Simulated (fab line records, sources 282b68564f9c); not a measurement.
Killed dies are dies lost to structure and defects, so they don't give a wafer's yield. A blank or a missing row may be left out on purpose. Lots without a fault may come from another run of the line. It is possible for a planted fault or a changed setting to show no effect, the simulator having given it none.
The tool behind it: which one?    flow ritCmos    7 lots, 21 wafers sampled, at 1 step of a route of 202

WHAT THE GAUGES READ, wafer by wafer
RIT_ACTIVE_BOW_MEAS_00.
lot   measured     on            INCOMING_BOW (um)
L724  day 1 15:00  filmMetro-01  8 -8 -8
L726  day 2 01:00  filmMetro-01  8 -17 10
L730  day 2 21:00  filmMetro-03  0 -5 -3
L734  day 3 17:01  filmMetro-01  2 10 0
L740  day 4 23:01  filmMetro-01  -1 -4 -1
L742  day 5 09:04  filmMetro-03  -3 -2 -1
L745  day 6 00:04  filmMetro-04  1 0 7

EACH LOT AND THE TOOL THAT RAN IT (in order: tool; ch and the chambers of the sampled wafers; start)
No process step before these readings appears in the record.

THE ANSWER, worked out from the rows above alone
Rule: what is usual is taken from the lots themselves. The widest of any qualifying gaps counts: lots, ordered by their means at a reading, are off when they make up no more than a third of the lots, leave a main group of 4 or more, and stand apart from it by 3 or more times the standard deviation of that group's means. A main group whose means are all the same, to the digits that the tables above print for the reading, isn't used. A lot without any number at a reading at which 4 lots or more have one is off too. The other lots that the step has rows for count as sound.
Nothing can be told from this: no lot is off at any reading shown.

WHAT WAS PUT IN BY THE SIMULATOR
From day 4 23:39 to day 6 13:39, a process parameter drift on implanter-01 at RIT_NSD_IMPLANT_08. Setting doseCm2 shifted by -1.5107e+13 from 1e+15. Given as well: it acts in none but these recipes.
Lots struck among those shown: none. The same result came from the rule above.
